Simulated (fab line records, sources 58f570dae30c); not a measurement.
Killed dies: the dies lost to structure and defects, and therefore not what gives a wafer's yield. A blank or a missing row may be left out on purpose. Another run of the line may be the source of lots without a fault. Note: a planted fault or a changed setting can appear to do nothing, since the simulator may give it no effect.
A struck lot beside a sound one :: flow berkeleyCmos170 :: 16 steps out of a route of 331
Sound: the wafers L365.1, L365.2, L365.5. Struck: wafers L373.2, L373.3, L373.4. Last of all comes the cause.
At each step with rows: each side's tool, then ch and its chambers, then its first start. Under that, the readings that differ: sound wafers :: struck wafers :: difference of the means :: sigmas: that difference in standard deviations of wafers without a fault.
alike: a reading whose means differ by less than 2 such deviations, as well as words and numbers matching on both sides. not compared: withheld readings; readings where some wafer has no value; bounds like >300 that might hide an equal value; numbers whose values overlap and for which the record gives no deviation.
A row with sigmas, a row that says differs or no value, or rows on one side alone: a step with any of these is where the two part. Non-overlapping numbers with no deviation appear without sigmas and do not part them. Lack of a reading on every wafer of one side parts them only where that side has two or more wafers.

first, 5 steps without rows for these wafers: UCB170_M1_COAT_04 (resist thk 900 nm); UCB170_M1_SOFTBAKE_05 (time 60 s); UCB170_M1_EXPOSE_06 (exposes mask METAL1, target cd 700 nm); UCB170_M1_PEB_07; UCB170_M1_DEVELOP_08 (develop time 45 s).
UCB170_M1_CD_MEAS_09: the cd target is 700 nm.
  sound on cdSem-01 at day 10 15:31; struck on cdSem-01 at day 11 20:49
  alike: cdNm
UCB170_M1_OVL_MEAS_10:
  sound on overlay-02 at day 10 15:38; struck on overlay-02 at day 11 20:55
  alike: M1_OVL
UCB170_M1_ETCH_11: etches BARC in N2/H2.
  sound on rieDiel-02 ch 1,2, day 10 15:40; struck on rieDiel-02 ch 0,1,2, day 11 20:56
  alike: drypumpMotorCurrentA, oesProductAu, throttleValvePct
UCB170_M1_METAL_ETCH_12: etches Al in Cl2/BCl3, stops on PSG, target depth 780 nm, time 130 s.
  sound on rieMetal-02 ch 1, day 10 15:42; struck on rieMetal-04 ch 0,1, day 11 20:59
reading: drypumpMotorCurrentA (A)
sound: 5.0 5.0 5.0
struck: 6.3 6.4 6.3
difference: +1.3
sigmas: +3
  alike: oesProductAu, throttleValvePct
  not compared: rfHoursCounterH
UCB170_M1_STRIP_13: strips in O2.
  sound on plasmaAsher-02 ch 0,1, day 10 15:58; struck on plasmaAsher-01 ch 0,1, day 11 21:07
  alike: drypumpMotorCurrentA, oesProductAu
  not compared: rfHoursCounterH
UCB170_M1_CD_MEAS_90: the cd target is 700 nm.
  sound on cdSem-01 at day 10 16:04; struck on cdSem-02 at day 11 21:14
  alike: cdNm
then, 1 step without rows for these wafers: UCB170_M1_ANNEAL_14 (time 1200 s).
UCB170_V1_CVD_00: deposits SiO2 from TEOS/O2, target thk 2000 nm, time 250 s.
  sound on pecvd-03 ch 1,2, day 10 17:31; struck on pecvd-03 ch 0,2, day 11 23:54
reading: rfFwdPowerW (W)
sound: 548.2 546.1 548.3
struck: 767.7 769.2 767.1
difference: +220.5
sigmas: +99 or more

reading: model.SiO2_of_V1_CVD_00.thkNm (nm)
sound: 1955 1969 1979
struck: 2177 2193 2203
difference: +223
sigmas: 
  alike: heaterPowerW
UCB170_V1_THK_MEAS_01:
  sound on filmMetro-01 at day 10 17:41; struck on filmMetro-01 at day 12 00:04
reading: V1_TEOS_THK (nm)
sound: 1955 1970 1979
struck: 2175 2195 2204
difference: +223
sigmas: +10
UCB170_V1_CMP_02: polishes SiO2.
  sound on cmp-02 ch 0,2,3, day 10 17:47; struck on cmp-02 ch 1,2,3, day 12 00:10
  alike: motorCurrentA, platenRpm, retainingRingPressureFrac, slurryFilterDpKPa
UCB170_M3_PROBE_99:
  the record holds rows for the sound wafers here (prober-01, day 11 08:20) but none for the struck ones

## WHERE THEY PART
First at UCB170_M1_METAL_ETCH_12; last, within this record, at UCB170_M3_PROBE_99.

WHY: the cause the simulator had injected
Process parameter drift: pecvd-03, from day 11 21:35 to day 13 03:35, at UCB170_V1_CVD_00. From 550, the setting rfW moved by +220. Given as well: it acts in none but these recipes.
